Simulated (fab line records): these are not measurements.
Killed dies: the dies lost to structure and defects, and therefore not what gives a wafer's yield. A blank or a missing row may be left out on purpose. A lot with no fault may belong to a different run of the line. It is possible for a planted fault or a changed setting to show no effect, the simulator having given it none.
fab line records	flow rit-cmos
record lots=6	wafers=18	last-day=6
route steps=202 shown PRETRO@69 GATE@75 FOX2@80 M1@202
lots that met no fault: from a run of the same line without faults
start-h: hours from the record's first day to the start of the lot's first wafer shown	wait-h: hours from the lot's prior step to this one	" same as the row above	L1.1+2: a row that stands for several wafers	- no value, or no start was given	* or withheld: withheld	< > ~ a bound
route shown NAME@n: names a module that has steps shown in the file, with the first one's number in the route	usual: the fault-free wafers' mean and standard deviation	same: alike in all rows	chamber/n: place in a boat	sites: each site's reading	_std_site: how widely they spread, as a standard deviation	_edge_site: mean of outer sites minus mean of inner sites	radius-mm: how far each site lies from the wafer's centre	mask NAME#n: copy n	behind: the tool/chamber that last shaped the wafer	hold: reason for holding the lot/hours on hold/outcome of the hold	device: names the non-switching transistor (n, p or np)	end of line: the tests these same wafers got at the end of their route	a step given without rows: its recipe and nothing more	killed: count of dies lost to structure and defects at first sort (not the wafer's yield)	map: a wafer's dies, marking killed ones x, the rest . and places with no die _
set.NAME: the setting the step ran with; set.NAME@STEP: the setting that earlier step ran with	model.NAME: the simulator's own value behind a step, which no gauge read
a table for each step, a row for each wafer; lots at some steps of the route
services: when a tool's chamber went out of use (start-h, in hours from the record's first day, below 0 if earlier), for how many hours, and the reason
## steps
# step RIT_PRETRO_DEVELOP_05
# recipe resist=NOVOLAK	develop-time-s=68	dev-temp-c=23
# step RIT_PRETRO_OVL_MEAS_06
# usual PRETRO_OVL=1.0/1.4
lot.wafer	tool	chamber	start-h	wait-h	PRETRO_OVL[nm]
L278.3	overlay-01	-	47.78	-	1.9
L278.4	"	-	"	"	2.7
L278.6	"	-	"	"	1.0
L279.1	overlay-02	-	52.20	-	1.7
L279.3	"	-	"	"	0.2
L279.4	"	-	"	"	1.7
L281.1	overlay-01	-	60.49	-	-0.2
L281.4	"	-	"	"	0.4
L281.5	"	-	"	"	-0.1
L285.3	overlay-02	-	80.56	-	-1.1
L285.5	"	-	"	"	-0.6
L285.6	"	-	"	"	1.0
L288.1	overlay-01	-	98.81	-	2.6
L288.5	"	-	"	"	1.1
L288.6	"	-	"	"	1.9
L291.2	overlay-01	-	112.38	-	3.7
L291.5	"	-	"	"	2.1
L291.6	"	-	"	"	1.7
# step RIT_PRETRO_HARDBAKE_07
# recipe resist=NOVOLAK	temp-c=140	time-s=120
# step RIT_PRETRO_IMPLANT_08
# recipe species=B	energy-kev=45	dose-cm2=1.2e+13	tilt-deg=7
# step RIT_PRETRO_STRIP_09
# recipe chemistry=O2	time-s=180	resist=NOVOLAK	platen-temp-c=withheld	power-w=500	pressure-mtorr=4000	o2-flow-sccm=4000
# usual drypump-motor-current-A=5.4/0.34
lot.wafer	tool	chamber	start-h	wait-h	drypump-motor-current-A	rf-hours-counter-h
L278.3	plasma-asher-01	0	48.26	0.1	5.3	-
L278.4	"	1	"	"	5.5	-
L278.6	"	1	"	"	5.5	-
L279.1	plasma-asher-01	1	52.63	0.1	5.5	41
L279.3	"	1	"	"	5.6	-
L279.4	"	0	"	"	5.3	-
L281.1	plasma-asher-04	1	60.93	0.1	5.4	43
L281.4	"	1	"	"	5.3	-
L281.5	"	0	"	"	5.9	-
L285.3	plasma-asher-04	1	81.04	0.1	5.4	-
L285.5	"	1	"	"	5.3	-
L285.6	"	0	"	"	5.9	-
L288.1	plasma-asher-04	1	99.24	0.1	5.3	47
L288.5	"	1	"	"	5.3	-
L288.6	"	0	"	"	5.9	-
L291.2	plasma-asher-01	0	112.81	0.1	5.3	47
L291.5	"	1	"	"	5.5	-
L291.6	"	0	"	"	5.3	-
# step RIT_PRETRO_TW_MEAS_10
# usual PRETRO_TW=473.8/2.6
lot.wafer	tool	chamber	start-h	wait-h	PRETRO_TW
L278.3	film-metro-04	-	48.40	0.1	472.2
L278.4	"	-	"	"	471.6
L278.6	"	-	"	"	473.1
L279.1	film-metro-03	-	52.81	0.1	470.4
L279.3	"	-	"	"	472.0
L279.4	"	-	"	"	473.3
L281.1	film-metro-01	-	61.10	0.1	477.3
L281.4	"	-	"	"	475.0
L281.5	"	-	"	"	476.8
L285.3	film-metro-01	-	81.18	0.1	477.1
L285.5	"	-	"	"	473.0
L285.6	"	-	"	"	477.5
L288.1	film-metro-04	-	99.42	0.1	473.0
L288.5	"	-	"	"	477.4
L288.6	"	-	"	"	472.3
L291.2	film-metro-03	-	113.00	0.1	472.0
L291.5	"	-	"	"	473.0
L291.6	"	-	"	"	473.6
# step RIT_GATE_WET_ETCH_00
# recipe chemistry=BOE	target=SiO2	target-depth-nm=56	time-s=60	dry=n2-spin	dilution=10:1	temp-c=21.5
# step RIT_GATE_CLEAN_01
# recipe chemistry=SC1	mix=3:3:50	time-s=600	temp-c=75
# step RIT_GATE_CLEAN_02
# recipe chemistry=dHF	dilution=50:1	time-s=30
# step RIT_GATE_CLEAN_03
# recipe chemistry=SC2	mix=3:3:50	time-s=600	temp-c=75	dry=n2-spin
# step RIT_GATE_CLEAN_04
# recipe chemistry=dHF	dilution=50:1	time-s=60	dry=n2-spin
# step RIT_FOX2_THK_MEAS_91
# recipe reads=SiO2_of_FOX2_OXIDATION_00
# usual FIELD_OXIDE_LEFT_2_THK=253/6.2
lot.wafer	tool	chamber	start-h	wait-h	FIELD_OXIDE_LEFT_2_THK[nm]
L278.3	film-metro-03	-	48.91	0.0	258
L278.4	"	-	"	"	255
L278.6	"	-	"	"	258
L279.1	film-metro-03	-	53.29	0.0	249
L279.3	"	-	"	"	250
L279.4	"	-	"	"	248
L281.1	film-metro-03	-	61.62	0.0	244
L281.4	"	-	"	"	240
L281.5	"	-	"	"	248
L285.3	film-metro-03	-	81.68	0.0	249
L285.5	"	-	"	"	251
L285.6	"	-	"	"	252
L288.1	film-metro-01	-	100.15	0.2	255
L288.5	"	-	"	"	251
L288.6	"	-	"	"	258
L291.2	film-metro-03	-	113.67	0.0	261
L291.5	"	-	"	"	264
L291.6	"	-	"	"	264
# step RIT_GATE_OXIDATION_05
# recipe temp-c=900	ambient=O2	target-thk-a=30	ox-time-s=270
# usual spike-tc-centre-C=902.5/1	spike-tc-load-C=926.1/1.8	spike-tc-source-C=922.1/2.1	tube-center-temp-C=900.01/0.08	tube_center_temp_C_max=902.3/0.35
lot.wafer	tool	chamber	start-h	wait-h	spike-tc-centre-C	spike-tc-load-C	spike-tc-source-C	tube-center-temp-C	tube_center_temp_C_max	model.SiO2_of_GATE_OXIDATION_05.thk-nm
L278.3	furnace-03	0	48.95	0.0	902.6	927.2	920.5	899.91	902.1	3.017
L278.4	"	0	"	"	902.4	926.3	920.2	900.07	901.9	3.024
L278.6	"	0	"	"	903.0	927.2	919.6	900.03	902.4	3.021
L279.1	furnace-02	0	53.41	0.1	902.9	925.2	922.9	900.06	902.7	3.087
L279.3	"	0	"	"	901.8	924.2	922.8	900.02	902.7	3.098
L279.4	"	0	"	"	902.9	927.1	923.4	899.91	901.8	3.103
L281.1	furnace-03	0	62.05	0.4	907.9	933.0	927.1	905.66	907.5	3.227
L281.4	"	0	"	"	909.3	932.4	925.3	905.59	907.5	3.229
L281.5	"	0	"	"	908.6	932.9	924.1	905.68	908.6	3.179
L285.3	furnace-02	0	82.45	0.8	902.2	927.6	920.6	900.1	903.1	3.03
L285.5	"	0	"	"	903.9	926.7	923.0	900.01	902.0	3.034
L285.6	"	0	"	"	903.7	924.4	922.9	900.09	902.1	3.073
L288.1	furnace-03	0	100.21	0.1	907.8	931.4	927.2	905.62	908.2	3.177
L288.5	"	0	"	"	909.2	931.8	926.3	905.59	907.6	3.192
L288.6	"	0	"	"	909.0	933.0	927.1	905.57	908.1	3.137
L291.2	furnace-04	0	113.72	0.0	902.3	921.2	925.4	900.03	902.5	3.063
L291.5	"	0	"	"	901.8	922.2	926.0	899.96	902.3	3.006
L291.6	"	0	"	"	902.5	922.2	926.5	900.05	902.0	3.005
# step RIT_GATE_ANNEAL_06
# recipe temp-c=900	time-s=600	ambient=N2O
# step RIT_GATE_THK_MEAS_07
# recipe reads=SiO2_of_GATE_OXIDATION_05
# usual GATE_OXIDE_THK=3.02/0.058
lot.wafer	tool	chamber	start-h	wait-h	GATE_OXIDE_THK[nm]
L278.3	film-metro-02	-	50.29	0.0	3.01
L278.4	"	-	"	"	3.05
L278.6	"	-	"	"	3.08
L279.1	film-metro-01	-	54.73	0.0	3.11
L279.3	"	-	"	"	3.14
L279.4	"	-	"	"	3.09
L281.1	film-metro-01	-	63.38	0.0	3.25
L281.4	"	-	"	"	3.25
L281.5	"	-	"	"	3.12
L285.3	film-metro-01	-	83.79	0.0	3.02
L285.5	"	-	"	"	3.03
L285.6	"	-	"	"	3.10
L288.1	film-metro-01	-	102.30	0.0	3.18
L288.5	"	-	"	"	3.18
L288.6	"	-	"	"	3.14
L291.2	film-metro-03	-	115.05	0.0	3.05
L291.5	"	-	"	"	2.98
L291.6	"	-	"	"	3.02
# step RIT_GATE_CVD_08
# recipe material=poly-Si	target-thk-nm=250	temp-c=610	precursor=SiH4	time-s=2220	pressure-mtorr=300	sih4-flow-sccm=100
# step RIT_M1_PROBE_99
# usual killed_at_M0_to_M3=0.0/0.22	killed-at-front-end=7/3.1	killed-dies=7/3.1	killed-open=3.2/2.1	killed-short=3.4/2
# same gross-dies=264	killed_at_M4_up=0	killed-at-back-side=0	killed-at-contacts=0	killed-at-other=0
lot.wafer	tool	chamber	start-h	wait-h	killed_at_M0_to_M3	killed-at-front-end	killed-dies	killed-open	killed-short	model.etest.pmos_0p3.r-on-ohm-um	model.etest.nmos_0p3.r-on-ohm-um	model.etest.nmos_0p15.drive-ua-um	model.etest.nmos-narrow.drive-ua-um	model.etest.nmos_0p3.drive-ua-um	model.etest.pmos_0p15.drive-ua-um	model.etest.pmos-turned.drive-ua-um	model.etest.pmos_0p3.drive-ua-um
L278.3	prober-01	-	73.58	0.2	0	6	6	2	4	6262	2165	458.8	221.6	224.2	253.6	188.4	100.2
L278.4	prober-01	-	73.63	0.2	0	8	8	3	5	6344	2204	453.6	218.7	222.5	251.6	185.1	99.14
L278.6	prober-01	-	73.73	0.2	0	8	8	2	6	6298	2184	457.9	221.1	221.6	252.6	191.2	100.5
L279.1	prober-02	-	78.09	0.1	0	15	15	6	9	6418	2174	454.5	226.3	220	246.3	185.6	97.85
L279.3	prober-02	-	78.19	0.2	0	8	8	2	6	6402	2173	453.9	223.5	220.4	245	182.7	96.98
L279.4	prober-02	-	78.24	0.2	1	9	10	4	6	6420	2196	447.2	221.6	219.3	241.3	182.7	96.65
L281.1	prober-02	-	86.85	0.1	0	6	6	3	3	6597	2284	447.4	206.8	206.4	250	184.5	93.6
L281.4	prober-02	-	87.00	0.2	0	8	8	2	6	6531	2272	460.2	206.7	204.7	258.8	190.8	94.52
L281.5	prober-02	-	87.05	0.2	0	8	8	1	7	6467	2245	456.6	212.8	210.8	250.7	184.3	94.44
L285.3	prober-02	-	108.77	0.2	0	3	3	0	3	6142	2166	461.8	223.3	221.8	265.4	206.2	102.8
L285.5	prober-02	-	108.87	0.2	0	3	3	0	3	6149	2141	461.7	221.8	219.9	263.9	205.8	103.9
L285.6	prober-02	-	108.92	0.2	0	4	4	1	3	6178	2182	472.4	218.1	220.5	270.8	209.4	102
L288.1	prober-02	-	130.73	0.1	0	3	3	1	2	6645	2184	462.8	211.3	212.9	242.2	176.5	91.17
L288.5	prober-02	-	130.93	0.2	0	5	5	3	2	6713	2203	446.2	212.5	210.7	233	170.5	92.22
L288.6	prober-02	-	130.98	0.2	0	6	6	1	5	6639	2203	464.2	216.3	217.8	245.5	180.4	93.94
L291.2	prober-02	-	138.85	0.1	0	7	7	4	3	6392	2177	456.1	218.1	219.8	250.8	188.2	97.69
L291.5	prober-02	-	139.00	0.2	0	5	5	4	1	6159	2149	475.5	225.9	225.7	264.2	199.6	101.9
L291.6	prober-02	-	139.05	0.2	0	10	10	6	4	6224	2176	462.9	225.4	224.7	257.2	196.6	101.4
# killed by level:class
L278.3 GATE:geometric-particle:short=2 FOX1:geometric-particle:open=1 FOX1:geometric-particle:short=1 REOX:geometric-particle:short=1 REOX:geometric-particle:open=1
L278.4 GATE:geometric-particle:short=2 GATE:geometric-particle:open=2 FOX1:geometric-particle:short=1 FOX2:geometric-particle:short=1 FOX2:geometric-particle:open=1 REOX:geometric-particle:short=1
L278.6 GATE:geometric-particle:short=4 REOX:geometric-particle:short=2 FOX2:geometric-particle:open=1 REOX:geometric-particle:open=1
L279.1 GATE:geometric-particle:short=5 FOX2:geometric-particle:open=3 GATE:geometric-particle:open=3 SPACER:geometric-particle:short=2 FOX2:geometric-particle:short=1 SILICIDE:geometric-particle:short=1
L279.3 GATE:geometric-particle:short=5 FOX2:geometric-particle:short=1 GATE:geometric-particle:open=1 REOX:geometric-particle:open=1
L279.4 FOX1:geometric-particle:short=3 SPACER:geometric-particle:open=2 FOX1:geometric-particle:open=1 GATE:geometric-particle:short=1 REOX:geometric-particle:short=1 SPACER:geometric-particle:short=1 M1:geometric-particle:open=1
L281.1 FOX1:geometric-particle:open=1 FOX2:geometric-particle:short=1 GATE:geometric-particle:short=1 GATE:geometric-particle:open=1 SPACER:geometric-particle:short=1 SPACER:geometric-particle:open=1
L281.4 FOX1:geometric-particle:short=2 SILICIDE:geometric-particle:short=2 FOX2:geometric-particle:short=1 GATE:geometric-particle:open=1 REOX:geometric-particle:open=1 SPACER:geometric-particle:short=1
L281.5 SPACER:geometric-particle:short=3 SILICIDE:geometric-particle:short=3 FOX1:geometric-particle:short=1 FOX2:geometric-particle:open=1
L285.3 FOX1:geometric-particle:short=1 GATE:geometric-particle:short=1 SILICIDE:geometric-particle:short=1
L285.5 SPACER:geometric-particle:short=2 FOX1:geometric-particle:short=1
L285.6 SPACER:geometric-particle:short=2 REOX:geometric-particle:open=1 REOX:geometric-particle:short=1
L288.1 GATE:geometric-particle:short=2 GATE:geometric-particle:open=1
L288.5 FOX1:geometric-particle:open=1 GATE:geometric-particle:short=1 REOX:geometric-particle:short=1 REOX:geometric-particle:open=1 SPACER:geometric-particle:open=1
L288.6 GATE:geometric-particle:short=4 GATE:geometric-particle:open=1 SPACER:geometric-particle:short=1
L291.2 FOX2:geometric-particle:open=2 SILICIDE:geometric-particle:short=2 GATE:geometric-particle:short=1 SPACER:geometric-particle:open=1 SILICIDE:geometric-particle:open=1
L291.5 GATE:geometric-particle:open=3 FOX1:geometric-particle:short=1 SILICIDE:geometric-particle:open=1
L291.6 GATE:geometric-particle:open=4 GATE:geometric-particle:short=3 SPACER:geometric-particle:open=2 SPACER:geometric-particle:short=1
## services
tool	chamber	start-h	hours	kind
furnace-03	-	31.21	1.1	repair
furnace-04	-	34.86	3.6	pm
furnace-03	-	88.27	2.9	pm
plasma-asher-04	-	108.75	9.0	pm
plasma-asher-04	0	108.75	9.0	vent-cycle
plasma-asher-04	1	108.75	9.0	vent-cycle
## key
first-sign step=RIT_GATE_OXIDATION_05	reading=tube-center-temp-C	direction=up	sigmas=62	usual=*	struck=*
effect step=RIT_GATE_OXIDATION_05	reading=tube_center_temp_C_max	direction=up	sigmas=16	usual=*	struck=*
effect step=RIT_GATE_THK_MEAS_07	reading=GATE_OXIDE_THK	direction=up	sigmas=2.9	usual=3.02	struck=3.19
model-effect step=RIT_GATE_OXIDATION_05	value=SiO2_of_GATE_OXIDATION_05.thk-nm	without=2.978	struck=3.19
model-effect step=RIT_M1_PROBE_99	value=etest.pmos_0p3.r-on-ohm-um	without=6238	struck=6599
met-at RIT_GATE_OXIDATION_05
struck-wafers L281.1,L281.4,L281.5,L288.1,L288.5,L288.6
tester-left-out L281,L288
onset-between 48.95 62.05
fault kind=process-parameter-drift	tool=furnace-03	chamber=-	onset-h=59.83	steps=RIT_GATE_OXIDATION_05	channel=temp-c	offset=*	shape=step	end-h=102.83	acts-in=*	stated=*
# tester-left-out: of these lots the tester's yield and bins aren't shown, on N5 and GAA mostly nor the transistor test; their killed dies are dies lost to structure and defects alone, not to doping, threshold or leakage, so they don't give the yield
